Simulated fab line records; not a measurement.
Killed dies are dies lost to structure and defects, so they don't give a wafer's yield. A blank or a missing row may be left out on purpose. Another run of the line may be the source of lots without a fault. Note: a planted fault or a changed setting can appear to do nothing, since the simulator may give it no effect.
Struck lot and sound lot, side by side + flow berkeleyCmos170 + 16 steps out of a route of 331
Sound: the wafers L816.1, L816.2, L816.5. Struck: wafers L822.1, L822.4, L822.6. The cause is given at the end.
For every step that has rows: the tool of each side, followed by ch and its chambers, followed by its first start. Under that, the readings that differ: sound wafers + struck wafers + difference of the means + sigmas: that difference in standard deviations of wafers without a fault.
alike: words and numbers the same on both sides, and readings whose means are apart by under 2 such deviations; not compared: readings that were withheld, readings missing a value for some wafer, numbers with overlapping values and no deviation given by the record, and bounds like >300 which may hide the same value.
A row with sigmas, a row that says differs or no value, or rows on one side alone: a step with any of these is where the two part. Numbers that have no deviation but don't overlap get no sigmas and don't part them. Lack of a reading on every wafer of one side parts them only where that side has two or more wafers.

first, 1 step without rows for these wafers: UCB170_NLDD_IMPLANT_09.
UCB170_NLDD_STRIP_10: strips in O2.
  sound on plasmaAsher-01 ch 0,1, day 7 21:24; struck on plasmaAsher-02 ch 0,1, day 9 11:28
| reading                  | sound             | struck            | difference | sigmas |
|--------------------------|-------------------|-------------------|------------|--------|
| stripTimeToEndpointS (s) | 21.69 21.77 21.72 | 21.48 21.60 21.53 | -0.19      | -4     |
  alike: drypumpMotorCurrentA, oesProductAu
  not compared: rfHoursCounterH
UCB170_NLDD_TW_MEAS_11:
  sound: filmMetro-02 at day 7 21:30; struck: filmMetro-04 at day 9 11:34
  alike: NLDD_TW
then, 1 step without rows for these wafers: UCB170_NLDD_CLEAN_12 (cleans in SPM, time 600 s).
UCB170_SPACER_CVD_00: deposits SiO2 from TEOS/O2, target thk 376 nm, time 47 s.
  sound on pecvd-02 ch 1,2, day 7 21:44; struck on pecvd-01 ch 0,1, day 9 11:49
  alike: heaterPowerW
UCB170_SPACER_THK_MEAS_01:
  sound: filmMetro-04 at day 7 21:47; struck: filmMetro-04 at day 9 11:51
  alike: SPACER_TEOS_THK
then, 1 step without rows for these wafers: UCB170_SPACER_ANNEAL_02 (time 1800 s).
UCB170_SPACER_ETCHBACK_03: etches SiO2 in CHF3/CF4/Ar, stops on Si, target depth 376 nm, time 100 s.
  sound on rieDiel-02 ch 1,2,3, day 8 03:27; struck on rieDiel-03 ch 1,3, day 9 14:23
  alike: drypumpMotorCurrentA, oesProductAu, throttleValvePct
  not compared: rfHoursCounterH
then, 4 steps without rows for these wafers: UCB170_PSD_HMDS_00 (prime time 60 s); UCB170_PSD_COAT_01 (resist thk 900 nm); UCB170_PSD_SOFTBAKE_02 (time 60 s); UCB170_PSD_EXPOSE_03 (exposes mask PSELECT MOD, target cd 1200 nm).
UCB170_PSD_PEB_04:
  sound on lithoTrack-02 ch 0, day 8 04:25; struck on lithoTrack-04 ch 0, day 9 16:31
| reading               | sound                | struck               | difference | sigmas      |
|-----------------------|----------------------|----------------------|------------|-------------|
| heaterPowerTotalW (W) | 56.77 56.88 56.75    | 47.36 47.44 47.41    | -9.40      | -99 or more |
| plateTempC (C)        | 130.23 130.12 130.17 | 113.28 113.52 113.33 | -16.80     | -99 or more |
then, 1 step without rows for these wafers: UCB170_PSD_DEVELOP_05 (develop time 45 s).
UCB170_PSD_CD_MEAS_06: target cd 1200 nm.
  sound: cdSem-01 at day 8 04:41; struck: cdSem-02 at day 9 16:50
| reading   | sound                | struck            | difference | sigmas      |
|-----------|----------------------|-------------------|------------|-------------|
| cdNm (nm) | 1198.9 1200.3 1201.1 | 981.6 980.7 980.8 | -219.1     | -99 or more |
UCB170_PSD_OVL_MEAS_07:
  sound: overlay-02 at day 8 04:49; struck: overlay-01 at day 9 16:57
  alike: PSD_OVL

== WHERE THEY PART ==
First at UCB170_NLDD_STRIP_10; last, within this record, at UCB170_PSD_CD_MEAS_06. Later steps at which nothing parts them and some readings are alike: UCB170_PSD_OVL_MEAS_07.

WHY: whatever the simulator had introduced
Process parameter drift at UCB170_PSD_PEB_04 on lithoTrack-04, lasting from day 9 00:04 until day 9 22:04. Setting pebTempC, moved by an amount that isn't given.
